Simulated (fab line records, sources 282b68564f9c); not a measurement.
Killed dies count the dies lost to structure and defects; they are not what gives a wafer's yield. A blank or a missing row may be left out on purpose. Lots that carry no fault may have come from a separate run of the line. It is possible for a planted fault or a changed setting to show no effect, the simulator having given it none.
Problem report, 8D (eight disciplines) form, completed by code | flow rit_cmos | the parts of the form that need people (team, actions taken, sign-off) are left out

== 1. THE PROBLEM ==
M1_AL_RS at RIT_M1_RS_MEAS_01 reads a mean of 0.1610 ohm/sq on 1 wafer of 1 lot; wafers without a fault read 0.0734 ohm/sq with a standard deviation of 0.00095. Relative to the usual mean, that is a shift of +92 standard deviations.
The step: measures by four-point-probe.
First seen on wafer L275.1, day 7 16:20, on film_metro-04. The record has a number at this step for 39 wafers belonging to 13 lots. By rule, "out" or "out of limits" means more than 4 standard deviations away from the usual mean. All remaining wafers that have a number are taken as sound.

== 2. WHAT IT IS; WHAT IT IS NOT ==
question                    | is               | is not
which readings at this step | M1_AL_RS         | -
which lots                  | L275             | L254, L256, L257, L258, L260, L261, L262, L263, L265, L266, L267, L269
which wafers of those lots  | L275.1           | L275.5, L275.6
read on which gauges        | film_metro-04    | film_metro-02, film_metro-03
when                        | from day 7 16:20 | up to then (38 sound wafers)

== 3. WHAT RULES OUT EACH SUSPECT ==
Counting: if a tool at a process step up to the reading ran every lot that is out, it stays a suspect. Sound lots after the first of them don't rule it out here, since some wafers of a struck lot are sound.
- the gauge at RIT_M1_RS_MEAS_01 has been ruled out. All the wafers that are out were read on film_metro-04, but those of them that RIT_M1_METAL_ETCH_12 has rows for are out there too, on other tools.
- pvd_sputter-02 at RIT_M1_SPUTTER_00 (material Al, target thk 400 nm, time 500 s): kept. The lot that is out, L275, ran on it at day 7 16:03; the last sound lot it ran before that was L269, at day 6 09:33.
After counting, what remains is pvd_sputter-02 at RIT_M1_SPUTTER_00.

== 4. THE CAUSE (what the simulator had put in) ==
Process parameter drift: pvd_sputter-02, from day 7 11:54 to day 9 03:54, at RIT_M1_SPUTTER_00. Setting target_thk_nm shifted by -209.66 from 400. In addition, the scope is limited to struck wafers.
Counting left only this tool.

== 5. SEQUENCE OF EFFECTS, ordered by route ==
Each row: a reading whose mean over the struck wafers that have a number lies more than 3 standard deviations from the usual. Scope: only readings with a usual standard deviation given in the record; hours: median across lots of the time from each lot's start at the first step in this table that gives one to its start at this step; sigmas: change in usual standard deviations.
hours | step                 | reading        | usual         | on struck wafers | change  | sigmas
0     | RIT_M1_RS_MEAS_01    | M1_AL_RS       | 0.0734 ohm/sq | 0.1610           | +0.0876 | +92
0     | RIT_M1_THK_MEAS_02   | M1_AL_THK      | 400 nm        | 189              | -211    | -38
2     | RIT_M1_METAL_ETCH_12 | oes_product_au | 0.777 a.u.    | 0.550            | -0.227  | -16
It contains these process steps:
- RIT_M1_METAL_ETCH_12: etches Al in Cl2/BCl3, stops on SiO2, time 165 s, target depth 600 nm.

== 6. WHAT WOULD HAVE CAUGHT IT SOONER ==
The first out-of-limits reading at a measuring or inspecting step in this record came at day 7 16:20, 4 hours after the fault's start at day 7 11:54.
An alarm limit of 4 standard deviations would not have fired on the tool readings at RIT_M1_SPUTTER_00 for which the record gives a usual standard deviation, since none of them was out on any struck wafer.
Lots out: 1; all had begun RIT_M1_SPUTTER_00 on pvd_sputter-02 by day 7 16:20. Holding the tool at that point would not have protected any of them.
